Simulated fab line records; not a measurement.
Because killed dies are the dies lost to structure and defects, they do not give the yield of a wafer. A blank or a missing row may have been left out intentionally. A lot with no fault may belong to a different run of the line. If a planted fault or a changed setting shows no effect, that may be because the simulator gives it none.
One fault seen from 2 desks :: flow berkeleyCmos170 :: each desk has only its own numbers; what lay behind them comes last

TOOL OWNER'S DESK, krfScanner-01
The tool's own readings at UCB170_PFIELD_EXPOSE_03 (exposes mask PFIELD, target cd 1500 nm): means of the sampled wafers that have a number, for each lot that ran on this tool. Any lot whose mean is over 4 standard deviations away from the usual mean is out of limits and marked OUT; that distance is given in the brackets.
Columns: A = reticleTempC at UCB170_PFIELD_EXPOSE_03, usual 22.98 C
lot: L128
first seen here: day 6 03:48
A: 22.97

lot: L131
first seen here: day 6 19:55
A: 22.95

lot: L137
first seen here: day 7 09:43
A: 23.00

lot: L139
first seen here: day 7 18:55
A: 22.84

lot: L138
first seen here: day 7 19:40
A: 22.94

lot: L143
first seen here: day 8 07:46
A: 23.06

lot: L141
first seen here: day 8 07:54
A: 22.97

lot: L140
first seen here: day 8 08:05
A: 22.85
Finding of this desk: none of the 8 lots has anything out of limits.

THE METROLOGY DESK
What the gauges read for every lot (on any tool): the sampled wafers with a number, averaged. Any lot whose mean is over 4 standard deviations away from the usual mean is out of limits and marked OUT; that distance is given in the brackets.
Columns: A = ACTIVE_NITRIDE_THK at UCB170_ACTIVE_THK_MEAS_06, usual 218.8 nm; B = PFIELD_OVL at UCB170_PFIELD_OVL_MEAS_06, usual 4 nm; C = NVT_OVL at UCB170_NVT_OVL_MEAS_06, usual 1 nm
lot: L127
first seen here: day 5 13:47
A: 221.6
B: -1
C: 3

lot: L128
first seen here: day 6 01:15
A: 219.0
B: 13
C: -1

lot: L129
first seen here: day 6 01:16
A: 217.4
B: -0
C: -5

lot: L131
first seen here: day 6 16:16
A: 218.9
B: 11
C: -1

lot: L136
first seen here: day 7 05:34
A: 221.6
B: -0
C: -2

lot: L134
first seen here: day 7 05:35
A: 219.5
B: 1
C: 4

lot: L133
first seen here: day 7 05:38
A: 215.1
B: 8
C: -8

lot: L137
first seen here: day 7 05:40
A: 218.2
B: 2
C: -7

lot: L138
first seen here: day 7 16:13
A: 221.6
B: 497 (+99) OUT
C: -

lot: L139
first seen here: day 7 16:14
A: 219.1
B: 3
C: -7

lot: L143
first seen here: day 8 02:23
A: 215.9
B: 504 (+99 or more) OUT
C: -

lot: L141
first seen here: day 8 02:23
A: 219.3
B: 501 (+99 or more) OUT
C: -

lot: L140
first seen here: day 8 02:26
A: 218.5
B: 501 (+99 or more) OUT
C: -

lot: L145
first seen here: day 8 18:50
A: 218.7
B: 2
C: 7

lot: L148
first seen here: day 9 06:47
A: 219.2
B: 1
C: 7

lot: L147
first seen here: day 9 06:47
A: 217.5
B: 1
C: 1
Per this desk, out of limits: L138, L140, L141, L143; the first was L138, day 7 20:39 (PFIELD_OVL at UCB170_PFIELD_OVL_MEAS_06). Within limits: L127, L128, L129, L131, L136, L134, L133, L137, L139, L145, L148, L147.

BROUGHT TOGETHER
An alarm was possible from the metrology desk at day 7 20:39, on L138, L140, L141, L143.
The tool owner's desk saw nothing out of limits.
The tool owner's desk has L138, L140, L141, L143 on record, within its limits.
On krfScanner-01, each named lot ran UCB170_PFIELD_EXPOSE_03.

WHAT THE SIMULATOR HAD INSERTED
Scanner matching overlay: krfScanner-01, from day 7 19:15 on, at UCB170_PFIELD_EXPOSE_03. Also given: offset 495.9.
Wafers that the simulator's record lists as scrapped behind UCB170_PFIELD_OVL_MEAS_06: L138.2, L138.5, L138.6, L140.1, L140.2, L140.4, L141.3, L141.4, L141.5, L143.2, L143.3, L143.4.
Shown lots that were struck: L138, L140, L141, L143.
Per desk, hours elapsed from the start of the fault to the first reading out of limits: for the metrology desk, 1.
